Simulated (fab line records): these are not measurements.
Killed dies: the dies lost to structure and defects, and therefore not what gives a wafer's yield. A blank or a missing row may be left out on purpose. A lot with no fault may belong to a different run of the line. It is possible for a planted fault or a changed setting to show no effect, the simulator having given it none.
What tool caused it? || flow berkeley cmos170 || 21 wafers sampled from 7 lots at 1 step of a route of 331

WHAT THE GAUGES SHOWED, per wafer
UCB170_ACTIVE_THK_MEAS_06.
{"lot": "L331", "measured": "day 4 06:32", "on": "film metro-01", "ACTIVE_NITRIDE_THK (nm)": "218.5 220.4 219.3"}
{"lot": "L335", "measured": "day 5 06:53", "on": "film metro-02", "ACTIVE_NITRIDE_THK (nm)": "218.4 219.5 219.6"}
{"lot": "L337", "measured": "day 5 18:25", "on": "film metro-03", "ACTIVE_NITRIDE_THK (nm)": "222.2 220.9 221.7"}
{"lot": "L340", "measured": "day 6 17:04", "on": "film metro-01", "ACTIVE_NITRIDE_THK (nm)": "219.9 218.3 219.3"}
{"lot": "L347", "measured": "day 8 03:02", "on": "film metro-03", "ACTIVE_NITRIDE_THK (nm)": "224.2 224.6 222.9"}
{"lot": "L352", "measured": "day 8 10:28", "on": "film metro-01", "ACTIVE_NITRIDE_THK (nm)": "219.0 218.9 221.0"}
{"lot": "L350", "measured": "day 8 10:32", "on": "film metro-02", "ACTIVE_NITRIDE_THK (nm)": "220.1 221.5 219.6"}

TOOL THAT RAN EACH LOT (tool first, then ch and the chambers of the sampled wafers, then the start)
Before these readings, the record contains no process step.

THE ANSWER, worked out from the rows above alone
Rule: the lots themselves supply what counts as usual. Put in order of their means at a reading, lots are off if they are a third of the lots or fewer, leave a main group of 4 or more, and stand apart from it by a gap of 3 or more times the standard deviation of the main group's means; of several such gaps the widest counts. If all means in a main group match to the digits the tables above print for the reading, that group is not used. A lot without any number at a reading at which 4 lots or more have one is off too. Where the step has rows for the other lots, those lots are counted as sound.
Nothing can be told from this: no lot is off at any reading shown.

WHAT THE SIMULATOR HAD INSERTED
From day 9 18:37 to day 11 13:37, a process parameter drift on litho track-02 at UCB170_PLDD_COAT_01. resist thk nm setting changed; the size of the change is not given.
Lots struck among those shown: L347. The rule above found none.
